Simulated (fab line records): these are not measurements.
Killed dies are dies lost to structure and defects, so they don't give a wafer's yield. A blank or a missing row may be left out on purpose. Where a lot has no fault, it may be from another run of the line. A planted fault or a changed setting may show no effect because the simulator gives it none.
Matching of chambers	flow berkeley-cmos170	UCB170_V2_CVD_00 on pecvd-02: 3 sister chambers
The step deposits SiO2 from TEOS/O2, target thk 2000 nm, time 250 s. 14 wafers are shown with their chamber, then 7 later ones without.

== WAFERS, EACH WITH ITS CHAMBER ==
wafer	chamber	heater-power-w (W)
L744.2	1	271
L744.3	0	320
L744.5	0	230
L745.1	1	309
L745.5	2	252
L745.6	1	231
L751.2	1	245
L751.3	0	293
L751.6	0	227
L759.2	1	233
L759.5	1	319
L759.6	0	228
L755.1	1	283
L755.2	0	310

SIGNATURES (means of the wafers above)
reading	chamber 0	chamber 1	chamber 2	scatter within a chamber
heater-power-w	268.00	270.14	252.00	39.8
Rule: a wafer's distance from a chamber is the root of the sum, over the readings, of the square of ((its reading less the chamber's mean) divided by the reading's scatter). If the next closest chamber is less than 2 further off than the closest, the wafer can't be placed; otherwise it belongs to the closest. How the scatter is found: for the shown wafers, subtract from each reading the mean of its chamber, square and add these, divide the total by (wafers less chambers), then take the root.

== WAFERS WITHOUT THEIR CHAMBER ==
wafer	heater-power-w (W)
L755.3	266
L761.3	355
L761.4	227
L761.5	225
L763.1	311
L763.2	305
L763.6	253

== EACH ONE'S CHAMBER ==
wafer	from the rows above	in truth
L755.3	can't be placed: 0 or 1 or 2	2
L761.3	can't be placed: 1 or 0 or 2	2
L761.4	can't be placed: 2 or 0 or 1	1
L761.5	can't be placed: 2 or 0 or 1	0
L763.1	can't be placed: 1 or 0 or 2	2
L763.2	can't be placed: 1 or 0 or 2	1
L763.6	can't be placed: 2 or 0 or 1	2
0 of 7 placed correctly. Not placeable from these rows: 7 (in 7, the candidates include the true chamber). Placed wrongly: 0.
